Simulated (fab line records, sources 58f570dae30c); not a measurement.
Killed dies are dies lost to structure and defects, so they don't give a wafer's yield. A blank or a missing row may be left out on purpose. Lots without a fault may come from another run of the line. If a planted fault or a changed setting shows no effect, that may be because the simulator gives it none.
Split-lot experiment | flow berkeleyCmos170 | route with 331 steps; 5 lots, 23 wafers read

== ABOUT THE SPLIT ==
At UCB170_CONTACT_CVD_01 (deposits PSG from SiH4/O2/PH3, target thk 700 nm, time 2820 s), the setting pressureMtorr was moved away from the recipe's 300 mTorr on 15 of the 23 wafers read, by -14.2% to +11.3%. For the rest of the wafers, this setting stayed at what the recipe calls for.

Split to reading: the file shows no intervening step.

== THE READING ==
CONTACT_PSG_THK (nm), taken at UCB170_CONTACT_THK_MEAS_02. A value of 701 nm with a standard deviation of 4.9 nm is what fault-free wafers of this fab line usually give.

wafer  | tool, chamber at the split | pressureMtorr as run, mTorr | against the recipe | CONTACT_PSG_THK, nm | against lot-mates on the recipe
L078.1 | -, -                       | 300                         | recipe             | 705                 | -
L078.2 | -, -                       | 300                         | recipe             | 707                 | -
L078.3 | -, -                       | 300                         | recipe             | 704                 | -
L078.4 | -, -                       | 300                         | recipe             | 705                 | -
L078.5 | -, -                       | 300                         | recipe             | 710                 | -
L082.1 | -, -                       | 287.4                       | -4.2%              | 686                 | no lot-mate on the recipe
L082.2 | -, -                       | 287.4                       | -4.2%              | 687                 | no lot-mate on the recipe
L082.3 | -, -                       | 287.4                       | -4.2%              | 688                 | no lot-mate on the recipe
L082.4 | -, -                       | 287.4                       | -4.2%              | 690                 | no lot-mate on the recipe
L082.5 | -, -                       | 287.4                       | -4.2%              | 689                 | no lot-mate on the recipe
L083.1 | -, -                       | 257.4                       | -14.2%             | 638                 | no lot-mate on the recipe
L083.2 | -, -                       | 257.4                       | -14.2%             | 643                 | no lot-mate on the recipe
L083.4 | -, -                       | 257.4                       | -14.2%             | 640                 | no lot-mate on the recipe
L083.5 | -, -                       | 257.4                       | -14.2%             | 643                 | no lot-mate on the recipe
L083.6 | -, -                       | 257.4                       | -14.2%             | 642                 | no lot-mate on the recipe
L084.1 | lpcvd-01, 0                | 300                         | recipe             | 701                 | -
L084.5 | lpcvd-01, 0                | 300                         | recipe             | 700                 | -
L084.6 | lpcvd-01, 0                | 300                         | recipe             | 702                 | -
L085.1 | -, -                       | 334                         | +11.3%             | 742                 | no lot-mate on the recipe
L085.2 | -, -                       | 334                         | +11.3%             | 739                 | no lot-mate on the recipe
L085.3 | -, -                       | 334                         | +11.3%             | 741                 | no lot-mate on the recipe
L085.4 | -, -                       | 334                         | +11.3%             | 742                 | no lot-mate on the recipe
L085.6 | -, -                       | 334                         | +11.3%             | 740                 | no lot-mate on the recipe

FIT RESULTS
A straight line over all 23 wafers: CONTACT_PSG_THK changes by +3.9 nm for each +1% of pressureMtorr; r = +0.99; the points scatter about the line by 4.6 nm.
Too few moved wafers with a lot-mate on the recipe to fit a line net of each lot's own level.

== THE WHOLE CHAIN: every reading that the file lists as answering this split, in the file's order ==
step                       | what it does                                                               | reading                                                                      | change (the file's fit)              | r (the file's)
UCB170_CONTACT_CVD_01      | deposits PSG from SiH4/O2/PH3, target thk 700 nm, time 2820 s              | PSG_of_CONTACT_CVD_01.thkNm (the simulator's own value, which no gauge read) | +3.91 nm for each +1% of the setting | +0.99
UCB170_CONTACT_THK_MEAS_02 |                                                                            | CONTACT_PSG_THK                                                              | +3.89 for each +1% of the setting    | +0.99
UCB170_CONTACT_ETCH_18     | etches PSG in CHF3/CF4/Ar, stops on TiSi2, target depth 840 nm, time 195 s | etch.depthNm (the simulator's own value, which no gauge read)                | +3.94 nm for each +1% of the setting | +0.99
UCB170_CONTACT_ETCH_18     | etches PSG in CHF3/CF4/Ar, stops on TiSi2, target depth 840 nm, time 195 s | CONTACT.featureDepthNm (the simulator's own value, which no gauge read)      | +3.91 nm for each +1% of the setting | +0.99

== FILE'S OWN FIT ==
CONTACT_PSG_THK changes by +3.89 nm for each +1% of pressureMtorr, r = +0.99.
